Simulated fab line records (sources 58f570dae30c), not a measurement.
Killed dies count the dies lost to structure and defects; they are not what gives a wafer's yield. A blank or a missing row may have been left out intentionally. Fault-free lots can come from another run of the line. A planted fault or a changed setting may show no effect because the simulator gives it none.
The same fault as seen by 2 desks ; flow berkeley-cmos170 ; each desk holds nothing but its own numbers, with what lay behind them at the end

## THE METROLOGY DESK
Means of the sampled wafers that have a number, per lot and without regard to the tool the lot ran on: this is what the gauges read. The brackets show how far a lot's mean lies from the usual mean; more than 4 standard deviations puts the lot out of limits, marked OUT.
Columns: A = FIELD_OXIDE_LEFT_1_THK at UCB170_FIELD_THK_MEAS_90, usual 444 nm; B = SCREENOX_OXIDE_THK at UCB170_SCREENOX_THK_MEAS_02, usual 15.35 nm; C = M1_AL_RS at UCB170_M1_RS_MEAS_01, usual 0.0483 ohm/sq; D = M1_AL_THK at UCB170_M1_THK_MEAS_02, usual 602 nm; E = M1_OVL at UCB170_M1_OVL_MEAS_10, usual 7 nm
lot;first seen here;A;B;C;D;E
L845;day 5 11:31;453;15.10;0.0476;609;10
L849;day 5 14:11;434;15.41;0.0476;609;7
L848;day 5 14:14;435;15.23;0.0482;602;6
L851;day 5 20:56;435;15.41;0.0485;600;2
L850;day 5 20:58;426;15.41;0.0413 (-15) OUT;762 (+29) OUT;3
L852;day 6 11:16;431;15.63;0.0410 (-16) OUT;764 (+29) OUT;8
L859;day 7 12:20;467;14.91;0.0481;605;8
L860;day 7 18:31;458;15.31;0.0479;602;8
L862;day 8 06:58;435;15.46;0.0485;601;-2
L864;day 9 00:26;467;15.30;0.0485;598;15
L868;day 9 18:19;417;15.45;0.0485;599;4
L866;day 9 18:20;432;15.37;0.0484;599;8
L867;day 9 18:23;439;15.42;0.0481;604;2
L865;day 9 18:23;442;15.27;0.0484;600;9
This desk reports L850, L852 out of limits; the earliest was L850 at day 7 20:59 (M1_AL_RS at UCB170_M1_RS_MEAS_01). Within limits: L845, L849, L848, L851, L859, L860, L862, L864, L868, L866, L867, L865.

## AT THE TOOL OWNER'S DESK: pvd-sputter-01
The tool's own readings at UCB170_M1_SPUTTER_00 (material Al, target thk 600 nm, time 80 s): means of the sampled wafers that have a number, for each lot that ran on this tool. The brackets show how far a lot's mean lies from the usual mean; more than 4 standard deviations puts the lot out of limits, marked OUT.
Columns: A = cathode-dc-power-W at UCB170_M1_SPUTTER_00, usual 6000.0 W; B = chamber-pressure-pa at UCB170_M1_SPUTTER_00, usual 0.5001 Pa; C = throttle-valve-pct at UCB170_M1_SPUTTER_00, usual 30.6 %
lot;first seen here;A;B;C
L848;day 7 19:40;6000.0;0.4999;31.2
L850;day 7 20:53;6000.4;0.5006;30.8
L852;day 8 14:58;5999.0;0.5008;30.6
L868;day 11 20:41;5999.6;0.5006;30.6
L867;day 11 22:35;6000.6;0.4998;31.4
This desk found nothing out of limits on any of the 5 lots.

## PUT TOGETHER
On L850, L852, the metrology desk was in a position to raise an alarm at day 7 20:59.
The tool owner's desk saw nothing out of limits.
On record at the tool owner's desk: L850, L852, within its limits.
Every lot named ran UCB170_M1_SPUTTER_00 on pvd-sputter-01.

## WHAT HAD BEEN PUT IN BY THE SIMULATOR
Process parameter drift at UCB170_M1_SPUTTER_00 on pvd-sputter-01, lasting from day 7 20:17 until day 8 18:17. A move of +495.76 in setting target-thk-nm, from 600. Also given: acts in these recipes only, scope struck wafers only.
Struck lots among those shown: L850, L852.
Per desk, hours elapsed from the start of the fault to the first reading out of limits: for the metrology desk, 1.
